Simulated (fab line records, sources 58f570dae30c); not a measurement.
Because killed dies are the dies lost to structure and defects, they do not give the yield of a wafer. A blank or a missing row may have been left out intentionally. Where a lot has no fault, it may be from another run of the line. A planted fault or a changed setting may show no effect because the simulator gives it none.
Split-lot study | flow berkeley cmos170 | 23 wafers read across 5 lots, on a route 331 steps long

SPLIT DETAILS
At UCB170_NWELL_ETCH_13 (etches Si3N4 in CH3F/Ar/O2, stops on SiO2, target depth 246.4 nm, time 154 s), the setting time s was moved away from the recipe's 154 s on 7 of the 23 wafers read, by -9.2% to +5.3%. All remaining wafers had this setting at the recipe value.

The split's own step is where the reading is taken.

THE READING
oes product au, in a.u., at UCB170_NWELL_ETCH_13 (etches Si3N4 in CH3F/Ar/O2, stops on SiO2, target depth 246.4 nm, time 154 s). On this fab line, fault-free wafers typically give 0.936 a.u. with a standard deviation of 0.014 a.u.

wafer  | tool, chamber at the split | time s as run, s | against the recipe | oes product au, a.u. | against lot-mates on the recipe
L075.1 | rie diel-04, 0             | 154              | recipe             | 0.929                | -
L075.5 | rie diel-04, 0             | 154              | recipe             | 0.938                | -
L075.6 | rie diel-04, 3             | 154              | recipe             | 0.935                | -
L078.1 | rie diel-01, 3             | 154              | recipe             | 0.941                | -
L078.3 | rie diel-01, 2             | 139.9            | -9.2%              | 0.998                | +0.052
L078.4 | rie diel-01, 0             | 139.9            | -9.2%              | 1.001                | +0.055
L078.5 | rie diel-01, 0             | 154              | recipe             | 0.949                | -
L078.6 | rie diel-01, 3             | 154              | recipe             | 0.949                | -
L080.2 | rie diel-04, 1             | 154              | recipe             | 0.930                | -
L080.3 | rie diel-04, 0             | 154              | recipe             | 0.927                | -
L080.4 | rie diel-04, 2             | 154              | recipe             | 0.939                | -
L080.5 | rie diel-04, 2             | 154              | recipe             | 0.951                | -
L080.6 | rie diel-04, 1             | 154              | recipe             | 0.916                | -
L082.1 | rie diel-03, 3             | 162.1            | +5.3%              | 0.915                | -0.034
L082.2 | rie diel-03, 1             | 154              | recipe             | 0.940                | -
L082.3 | rie diel-03, 2             | 162.1            | +5.3%              | 0.946                | -0.003
L082.5 | rie diel-03, 2             | 154              | recipe             | 0.956                | -
L082.6 | rie diel-03, 1             | 154              | recipe             | 0.951                | -
L083.1 | rie diel-04, 0             | 154              | recipe             | 0.947                | -
L083.2 | rie diel-04, 3             | 140.8            | -8.6%              | 0.977                | +0.033
L083.4 | rie diel-04, 2             | 140.8            | -8.6%              | 0.990                | +0.046
L083.5 | rie diel-04, 0             | 154              | recipe             | 0.940                | -
L083.6 | rie diel-04, 3             | 140.8            | -8.6%              | 0.975                | +0.031

FIT RESULTS
A straight line over all 23 wafers: oes product au changes by -0.00485 a.u. for each +1% of time s; r = -0.86; the points scatter about the line by 0.012 a.u.
The same after taking each lot's own level away (the mean of its wafers on the recipe; 23 wafers): -0.00471 a.u. for each +1%; r = -0.91; scatter 0.0094 a.u.
That fit puts the effect of the largest move of time s on the reading at 0.043 a.u.
Measured against the standard deviation above, the lots' own levels, which go from 0.9326 to 0.9490 a.u., span 1.2 times it.
Consequently the slope shifts little with the lot-to-lot level, the two slopes agreeing.
Check: for one of the wafers moved furthest among these (-9.2%), held out of the fit, the line's prediction against its lot-mates is +0.0424 a.u. It came out at +0.0517 a.u. against them.
Tool readings at the split's step, against how far the setting was moved: oes product au r = -0.86.

THE FILE'S OWN FIT
oes product au changes by -0.00489 a.u. for each +1% of time s, r = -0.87.
